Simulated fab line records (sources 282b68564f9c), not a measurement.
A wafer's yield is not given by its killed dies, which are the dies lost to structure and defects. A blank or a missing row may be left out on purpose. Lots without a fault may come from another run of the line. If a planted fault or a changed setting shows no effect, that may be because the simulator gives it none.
Problem report in the 8D (eight disciplines) form, filled by code / flow ritCmos / the parts of the form that need people (team, actions taken, sign-off) are left out

1. WHAT IS WRONG
Wafers without a fault read 3249.7 rpm, standard deviation 2.5; spinSpeedRpm at RIT_NLDD_COAT_01 reads a mean of 3197.8 rpm on 6 wafers belonging to 2 lots. That puts it -21 standard deviations away from the usual mean.
The step: resist thk 1000 nm.
Earliest sighting: wafer L194.1 on lithoTrack-02 at day 5 20:23. At this step, 18 wafers from 6 lots have a number in the record. By rule, "out" or "out of limits" means more than 4 standard deviations away from the usual mean. All remaining wafers that have a number are taken as sound.

2. WHAT THIS IS AND IS NOT
question=which readings at this step | is=spinSpeedRpm | is not=-
question=which lots | is=L194, L195 | is not=L181, L189, L198, L200
question=which wafers of those lots | is=all that have a number | is not=-
question=read on which tools | is=lithoTrack-02 | is not=lithoTrack-01, lithoTrack-03
question=when | is=from day 5 20:23 | is not=up to then (6 sound wafers); but 6 sound wafers of L198, L200 came after

3. THE SUSPECTS, EACH WITH WHAT RULES IT OUT
Counting: a tool at a process step up to the reading stays a suspect if it ran every lot that is out and no sound lot after the first of them.
- lithoTrack-02 at RIT_NLDD_COAT_01 (resist thk 1000 nm): kept. It processed each lot that is out, first L194 at day 5 20:23, and no sound lot thereafter; up to then, the last sound lot it processed was L181 at day 3 07:44. Its own spinSpeedRpm readings are out on those wafers.
The count leaves lithoTrack-02 at RIT_NLDD_COAT_01.

4. THE CAUSE (what the simulator had put in)
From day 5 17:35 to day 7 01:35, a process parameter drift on lithoTrack-02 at RIT_NLDD_COAT_01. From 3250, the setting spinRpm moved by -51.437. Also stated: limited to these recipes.
Only this tool survived the counting.

5. SEQUENCE OF EFFECTS, ordered by route
Each row: a reading whose mean over the struck wafers that have a number lies more than 3 standard deviations from the usual. Only readings whose record carries a usual standard deviation are examined. hours: median over the lots of the time between each lot's start at the first step of this table that gives one and its start at this step. sigmas: the change, counted in usual standard deviations.
hours=0; step=RIT_NLDD_COAT_01; reading=spinSpeedRpm; usual=3249.7 rpm; on struck wafers=3197.8; change=-51.8; sigmas=-21
Here are the process steps it includes:
- RIT_NLDD_COAT_01: resist thk 1000 nm.
Later steps that measure or inspect, where all struck wafers having a row at the step show a number for every such reading and not one has moved that far: RIT_NLDD_OVL_MEAS_06.

6. WHAT WOULD HAVE CAUGHT IT SOONER
In this record no reading fell out of limits until day 5 20:23, 3 hours after the fault had begun at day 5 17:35.
